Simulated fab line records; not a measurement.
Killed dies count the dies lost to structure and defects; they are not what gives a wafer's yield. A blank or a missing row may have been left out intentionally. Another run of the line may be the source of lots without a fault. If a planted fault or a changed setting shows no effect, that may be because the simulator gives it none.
Problem report, 8D (eight disciplines) form, completed by code / flow berkeley_cmos170 / the parts of the form that need people (team, actions taken, sign-off) are left out

1. WHAT IS WRONG
Mean of prime_temp_c at UCB170_M2_HMDS_04: 100.97 C across 9 wafers in 3 lots; on wafers with no fault it is 100.03 C (standard deviation 0.13). That puts it +7.2 standard deviations away from the usual mean.
The step: prime time 60 s.
Seen first at day 11 11:13 on litho_track-04, wafer L339.3. At this step, 45 wafers from 15 lots have a number in the record. By rule, "out" or "out of limits" means more than 4 standard deviations away from the usual mean. All remaining wafers that have a number are taken as sound.

2. WHAT IT IS, AND WHAT IT ISN'T
question=which readings at this step; is=prime_temp_c; is not=-
question=which lots; is=L339, L341, L343; is not=L322, L323, L324, L325, L326, L329, L330, L331, L332, L333, L335, L338
question=which wafers of those lots; is=all that have a number; is not=-
question=read on which tools; is=litho_track-04; is not=litho_track-02, litho_track-03
question=when; is=from day 11 11:13; is not=up to then (36 sound wafers)

3. SUSPECTS, AND WHAT RULES EACH OUT
Counting: a tool at a process step up to the reading stays a suspect if it ran every lot that is out and no sound lot after the first of them.
- litho_track-04 at UCB170_M2_HMDS_04 (prime time 60 s): kept. All lots that are out passed through it, beginning with L339 at day 11 11:13, and no sound lot followed; its final sound lot before that point was L333 at day 10 14:43. Out on those wafers are its own readings of prime_temp_c.
Left after counting: litho_track-04 at UCB170_M2_HMDS_04.

4. THE CAUSE (what the simulator had put in)
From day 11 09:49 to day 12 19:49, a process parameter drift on litho_track-04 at UCB170_M2_HMDS_04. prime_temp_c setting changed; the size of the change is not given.
After counting, this tool was the only one left.

5. THE CHAIN OF EFFECTS, in route order
One row per reading whose mean, taken over the struck wafers that have a number, lies over 3 standard deviations from the usual. Readings are gone through only where the record gives a usual standard deviation; hours: the median, over the lots, of the time from a lot's start at the first step in this table giving one to that lot's start at this step; sigmas: the change measured in usual standard deviations.
hours=0; step=UCB170_M2_HMDS_04; reading=prime_temp_c; usual=100.03 C; on struck wafers=100.97; change=+0.94; sigmas=+7.2
Its process steps:
- UCB170_M2_HMDS_04: prime time 60 s.

6. WHAT WOULD HAVE CAUGHT IT SOONER
In this record the first reading out of limits was taken at day 11 11:13, 1 hour after the fault began at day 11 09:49.
